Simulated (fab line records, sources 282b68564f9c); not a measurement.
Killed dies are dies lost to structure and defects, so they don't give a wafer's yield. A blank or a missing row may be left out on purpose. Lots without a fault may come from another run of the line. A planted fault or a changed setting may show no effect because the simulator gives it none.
fab line records | flow rit_cmos
record lots=14 wafers=42 last_day=7
route steps=202 shown PWELL@45 NSD@141 M1@196
lots that met no fault: from a run of the same line without faults
start_h: hours from the record's first day to the start of the lot's first wafer shown | wait_h: hours since the lot's step before | " the same as in the row above | L1.1+2: a row that stands for several wafers | - no value, or no start given | * or withheld: withheld | < > ~ a bound
route shown NAME@n: a module of which the file shows steps, and the number in the route of the first | usual: mean/standard deviation of fault-free wafers | same: alike in all rows | chamber/n: place in a boat | sites: the reading at each site | _std_site: their standard deviation | _edge_site: outer sites' mean less inner sites' | radius_mm: how far each site lies from the wafer's centre | mask NAME#n: copy n | behind: the tool/chamber that last shaped the wafer | hold: why the lot was held/for how many hours/how that ended | device: the transistor (n, p or np) that didn't switch | end of line: the same wafers' tests at the end of the route | a step without rows: its recipe alone | killed: dies lost to structure and defects at the first sort, not the wafer's yield | map: a wafer's dies, x killed, . not, _ none there
set.NAME: the setting as run; set.NAME@STEP: as run at that earlier step | model.NAME: the simulator's own value behind a step, which no gauge read
steps of the route over a sample of lots; a table a step, a row a wafer
services: from which hour (start_h, from the record's first day; less than 0 if before it) a tool's chamber was out of use, for how many hours, and why
## steps
# step RIT_PWELL_OVL_MEAS_06
# usual PWELL_OVL=-0.1/1.3
# columns lot.wafer tool chamber start_h wait_h PWELL_OVL[nm]
L841.1 overlay-01 - 24.88 - -1.8
L841.4 " - " " -0.5
L841.6 " - " " -2.7
L842.2 overlay-02 - 28.61 - -1.0
L842.3 " - " " -0.5
L842.6 " - " " 0.2
L843.2 overlay-02 - 32.68 - 0.3
L843.3 " - " " -0.3
L843.4 " - " " -1.2
L844.3 overlay-01 - 37.99 - 2.0
L844.4 " - " " -1.8
L844.6 " - " " 0.2
L845.1 overlay-01 - 45.82 - -0.5
L845.4 " - " " -0.3
L845.5 " - " " 0.8
L851.1 overlay-02 - 71.95 - -0.2
L851.3 " - " " -0.6
L851.6 " - " " -1.1
L854.2 overlay-02 - 96.09 - 0.1
L854.3 " - " " 0.2
L854.5 " - " " -0.4
L855.1 overlay-02 - 99.32 - -0.6
L855.2 " - " " -0.8
L855.4 " - " " -1.5
L856.1 overlay-02 - 103.05 - 1.0
L856.2 " - " " 0.4
L856.6 " - " " -1.9
L858.1 overlay-01 - 110.66 - 1.5
L858.2 " - " " -0.5
L858.4 " - " " 0.1
L859.1 overlay-02 - 113.82 - -0.4
L859.3 " - " " 2.4
L859.4 " - " " 0.7
L861.1 overlay-02 - 125.20 - 1.1
L861.2 " - " " -1.1
L861.3 " - " " 1.7
L862.1 overlay-02 - 128.54 - 0.0
L862.3 " - " " 0.3
L862.6 " - " " 1.7
L864.4 overlay-02 - 140.08 - -0.8
L864.5 " - " " -0.2
L864.6 " - " " -0.6
# step RIT_NSD_TW_MEAS_10
# usual NSD_TW=3172/36
# columns lot.wafer tool chamber start_h wait_h NSD_TW
L841.1 film_metro-03 - 49.86 0.1 3146
L841.4 " - " " 3156
L841.6 " - " " 3151
L842.2 film_metro-04 - 56.55 0.1 3112
L842.3 " - " " 3101
L842.6 " - " " 3104
L843.2 film_metro-01 - 59.18 0.1 3184
L843.3 " - " " 3205
L843.4 " - " " 3195
L844.3 film_metro-03 - 66.77 0.1 3149
L844.4 " - " " 3147
L844.6 " - " " 3161
L845.1 film_metro-01 - 72.34 0.1 3172
L845.4 " - " " 3196
L845.5 " - " " 3178
L851.1 film_metro-03 - 105.12 0.1 3136
L851.3 " - " " 3130
L851.6 " - " " 3134
L854.2 film_metro-01 - 123.23 0.1 3208
L854.3 " - " " 3197
L854.5 " - " " 3202
L855.1 film_metro-01 - 129.43 0.1 3214
L855.2 " - " " 3208
L855.4 " - " " 3226
L856.1 film_metro-01 - 134.17 0.1 3211
L856.2 " - " " 3209
L856.6 " - " " 3223
L858.1 film_metro-01 - 137.88 0.1 3207
L858.2 " - " " 3204
L858.4 " - " " 3208
L859.1 film_metro-04 - 142.24 0.1 3122
L859.3 " - " " 3128
L859.4 " - " " 3128
L861.1 film_metro-01 - 151.41 0.1 3234
L861.2 " - " " 3203
L861.3 " - " " 3227
L862.1 film_metro-04 - 154.38 0.1 3144
L862.3 " - " " 3133
L862.6 " - " " 3126
L864.4 film_metro-04 - 164.79 0.1 3135
L864.5 " - " " 3146
L864.6 " - " " 3137
# step RIT_M1_METAL_ETCH_12
# recipe stop_on=SiO2 chemistry=Cl2/BCl3 target=Al time_s=168.9 over_etch_frac=0.5 pressure_mtorr=100 target_depth_a=6000 rf_w=250 Cl2_flow_sccm=60 bcl3_flow_sccm=50
# usual drypump_motor_current_A=5.4/0.31 oes_product_au=0.769/0.013 throttle_valve_pct=8.34/0.059
# columns lot.wafer tool chamber start_h wait_h drypump_motor_current_A oes_product_au rf_hours_counter_h throttle_valve_pct
L841.1 rie_metal-01 0 56.92 0.2 5.2 0.761 4 8.29
L841.4 " 0 " " 5.2 0.753 - 8.27
L841.6 " 1 " " 5.3 0.758 - 8.34
L842.2 rie_metal-02 0 63.61 0.2 5.0 0.778 0 8.26
L842.3 " 1 " " 5.4 0.783 - 8.35
L842.6 " 1 " " 5.4 0.784 - 8.35
L843.2 rie_metal-04 0 66.32 0.2 5.7 0.777 33 8.42
L843.3 " 0 " " 5.7 0.768 - 8.42
L843.4 " 1 " " 6.0 0.781 - 8.41
L844.3 rie_metal-01 1 74.07 0.2 5.3 0.750 - 8.34
L844.4 " 0 " " 5.2 0.757 - 8.27
L844.6 " 1 " " 5.3 0.752 - 8.36
L845.1 rie_metal-02 0 79.48 0.2 5.0 0.779 1 8.26
L845.4 " 1 " " 5.3 0.780 - 8.34
L845.5 " 1 " " 5.4 0.778 - 8.34
L851.1 rie_metal-02 0 112.23 0.2 5.0 0.753 1 8.26
L851.3 " 0 " " 5.0 0.753 - 8.27
L851.6 " 0 " " 5.0 0.754 - 8.26
L854.2 rie_metal-02 1 130.67 0.2 5.4 0.772 1 8.33
L854.3 " 1 " " 5.3 0.782 - 8.34
L854.5 " 0 " " 5.0 0.755 - 8.26
L855.1 rie_metal-01 0 136.92 0.2 5.2 0.763 5 8.28
L855.2 " 1 " " 5.3 0.742 5 8.35
L855.4 " 1 " " 5.4 0.750 - 8.36
L856.1 rie_metal-02 1 141.98 0.2 5.4 0.775 1 8.33
L856.2 " 1 " " 5.4 0.774 - 8.33
L856.6 " 1 " " 5.3 0.786 - 8.35
L858.1 rie_metal-01 1 145.24 0.2 5.3 0.755 5 8.34
L858.2 " 0 " " 5.2 0.759 5 8.28
L858.4 " 1 " " 5.4 0.749 - 8.36
L859.1 rie_metal-01 0 149.13 0.2 5.2 0.767 6 8.29
L859.3 " 0 " " 5.2 0.758 - 8.28
L859.4 " 1 " " 5.3 0.760 - 8.34
L861.1 rie_metal-04 0 158.67 0.2 5.7 0.754 0 8.42
L861.2 " 1 " " 6.0 0.750 0 8.40
L861.3 " 0 " " 5.7 0.764 - 8.44
L862.1 rie_metal-01 0 161.81 0.2 5.2 0.757 6 8.28
L862.3 " 1 " " 5.3 0.752 - 8.35
L862.6 " 1 " " 5.3 0.763 - 8.35
L864.4 rie_metal-04 0 171.82 0.1 5.7 0.757 - 8.44
L864.5 " 0 " " 5.7 0.759 - 8.43
L864.6 " 1 " " 6.0 0.750 - 8.40
# step RIT_M1_CD_MEAS_90
# recipe target_cd_nm=2600
# usual cd_nm=2600.0/2.7
# columns lot.wafer tool chamber start_h wait_h cd_nm
L841.1 cd_sem-02 - 57.43 0.1 2601.7
L841.4 " - " " 2602.8
L841.6 " - " " 2602.6
L842.2 cd_sem-02 - 64.14 0.1 2600.0
L842.3 " - " " 2600.8
L842.6 " - " " 2600.1
L843.2 cd_sem-01 - 66.86 0.1 2601.0
L843.3 " - " " 2603.2
L843.4 " - " " 2601.6
L844.3 cd_sem-01 - 74.59 0.1 2605.8
L844.4 " - " " 2605.9
L844.6 " - " " 2603.7
L845.1 cd_sem-02 - 79.99 0.1 2600.8
L845.4 " - " " 2604.2
L845.5 " - " " 2602.6
L851.1 cd_sem-02 - 112.74 0.1 2620.3
L851.3 " - " " 2619.4
L851.6 " - " " 2616.6
L854.2 cd_sem-02 - 131.41 0.1 2602.0
L854.3 " - " " 2604.0
L854.5 " - " " 2615.9
L855.1 cd_sem-01 - 137.61 0.1 2599.6
L855.2 " - " " 2598.0
L855.4 " - " " 2597.6
L856.1 cd_sem-01 - 142.67 0.1 2601.5
L856.2 " - " " 2600.8
L856.6 " - " " 2601.8
L858.1 cd_sem-02 - 145.75 0.1 2599.6
L858.2 " - " " 2601.0
L858.4 " - " " 2597.2
L859.1 cd_sem-02 - 149.64 0.1 2595.2
L859.3 " - " " 2597.7
L859.4 " - " " 2597.3
L861.1 cd_sem-01 - 159.18 0.1 2600.0
L861.2 " - " " 2599.5
L861.3 " - " " 2599.6
L862.1 cd_sem-02 - 162.32 0.1 2603.0
L862.3 " - " " 2600.7
L862.6 " - " " 2603.8
L864.4 cd_sem-01 - 172.34 0.1 2598.5
L864.5 " - " " 2597.5
L864.6 " - " " 2600.6
# step RIT_M1_PROBE_99
# usual defect_limited_yield=97.2/1.3 killed_at_M0_to_M3=0.0/0.25 killed_at_contacts=0.0/0.18 killed_at_front_end=7/3.4 killed_dies=7/3.4 killed_on_rim=1.8/1.3 killed_open=3.7/2.2 killed_short=3.6/2.2 sort_bin_3_pad_short=0.2/0.24 sort_bin_5_function=1.6/0.94 sort_bin_6_memory=1.1/0.72 sort_n_pass=257/3.4 sort_yield_pct=97.2/1.3
# same gross_dies=264 killed_at_M4_up=0 killed_at_back_side=0 killed_at_other=0
# columns lot.wafer tool chamber start_h wait_h defect_limited_yield[%] killed_at_M0_to_M3 killed_at_contacts killed_at_front_end killed_dies killed_on_rim killed_open killed_short sort_bin_3_pad_short[%] sort_bin_5_function[%] sort_bin_6_memory[%] sort_n_pass sort_yield_pct[%]
L851.1 prober-02 - 114.48 0.1 1.1 253 0 8 261 69 7 1 0 97.7 1.1 3 1.1
L851.3 prober-02 - 114.58 0.2 1.9 251 0 8 259 66 4 4 0 97.0 1.1 5 1.9
L851.6 prober-02 - 114.73 0.2 0 254 0 10 264 70 6 4 0.4 98.5 1.1 0 0
L854.2 prober-01 - 133.26 0.1 97.7 0 0 6 6 1 0 6 0.8 0.8 0.8 258 97.7
L854.3 prober-01 - 133.31 0.2 98.1 0 0 5 5 1 2 3 0.4 0.4 1.1 259 98.1
L854.5 prober-01 - 133.41 0.2 1.9 248 0 11 259 69 4 7 0 97.0 1.1 5 1.9
L855.1 prober-02 - 139.35 0.1 95.1 0 0 13 13 4 5 8 0.4 1.5 3.0 251 95.1
L855.2 prober-02 - 139.40 0.1 96.6 0 0 9 9 2 7 2 0 1.5 1.9 255 96.6
L855.4 prober-02 - 139.50 0.2 97.3 0 0 7 7 1 0 7 0.4 1.5 0.8 257 97.3
# killed by level:class
L851.1 M1:area_etch=253 SILICIDE:geometric_particle:open=3 ACTIVE:geometric_particle:open=1 FOX1:geometric_particle:open=1 GATE:geometric_particle:open=1 SPACER:geometric_particle:open=1 SPACER:geometric_particle:short=1
L851.3 M1:area_etch=251 SPACER:geometric_particle:open=3 FOX1:geometric_particle:short=2 REOX:geometric_particle:short=2 GATE:geometric_particle:open=1
L851.6 M1:area_etch=254 GATE:geometric_particle:open=3 GATE:geometric_particle:short=2 SPACER:geometric_particle:open=2 FOX1:geometric_particle:short=1 REOX:geometric_particle:open=1 SPACER:geometric_particle:short=1
L854.2 FOX1:geometric_particle:short=2 GATE:geometric_particle:short=2 SPACER:geometric_particle:short=1 SILICIDE:geometric_particle:short=1
L854.3 FOX1:geometric_particle:short=1 GATE:geometric_particle:short=1 GATE:geometric_particle:open=1 REOX:geometric_particle:open=1 SILICIDE:geometric_particle:short=1
L854.5 M1:area_etch=248 GATE:geometric_particle:open=2 REOX:geometric_particle:short=2 SPACER:geometric_particle:short=2 FOX1:geometric_particle:short=1 FOX1:geometric_particle:open=1 GATE:geometric_particle:short=1 REOX:geometric_particle:open=1
L855.1 REOX:geometric_particle:short=4 FOX2:geometric_particle:open=2 SILICIDE:geometric_particle:short=2 FOX1:geometric_particle:open=1 FOX1:geometric_particle:short=1 GATE:geometric_particle:open=1 GATE:geometric_particle:short=1 SPACER:geometric_particle:open=1
L855.2 GATE:geometric_particle:open=3 FOX1:geometric_particle:short=2 SILICIDE:geometric_particle:open=2 FOX1:geometric_particle:open=1 REOX:geometric_particle:open=1
L855.4 FOX1:geometric_particle:short=3 GATE:geometric_particle:short=2 REOX:geometric_particle:short=1 SPACER:geometric_particle:short=1
## services
# columns tool chamber start_h hours kind
rie_metal-01 - 79.45 0.4 repair
rie_metal-01 1 104.70 10.8 repair
rie_metal-02 0 132.34 10.1 repair
rie_metal-04 - 136.12 20.0 pm
rie_metal-04 0 136.12 20.0 vent_cycle
rie_metal-04 1 136.12 20.0 vent_cycle
rie_metal-04 0 156.12 - clean
rie_metal-04 1 156.12 - clean
## key
first_sign step=RIT_M1_CD_MEAS_90 reading=cd_nm direction=up sigmas=6.7 usual=2600.0 struck=2618.1
effect step=RIT_M1_PROBE_99 reading=killed_at_M0_to_M3 direction=up sigmas=99+ usual=0.0 struck=251.5
more_kills_born_at RIT_M1_METAL_ETCH_12@rie_metal-02=1006
met_at RIT_M1_METAL_ETCH_12
struck_lots L851,L854
struck_wafers L851.1,L851.3,L851.6,L854.5
later_rows_left_out L851.1,L851.3,L851.6,L854.5
not_acting_at RIT_PWELL_OVL_MEAS_06,RIT_NSD_TW_MEAS_10
onset_between 79.48 112.23
fault kind=process_parameter_drift tool=rie_metal-02 chamber=0 onset_h=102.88 steps=RIT_M1_METAL_ETCH_12 channel=rf_w offset=-100 shape=step end_h=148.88 stated=250
# later_rows_left_out: the simulator's readings of these wafers behind a module that went badly wrong aren't trusted and aren't shown, but for the sort
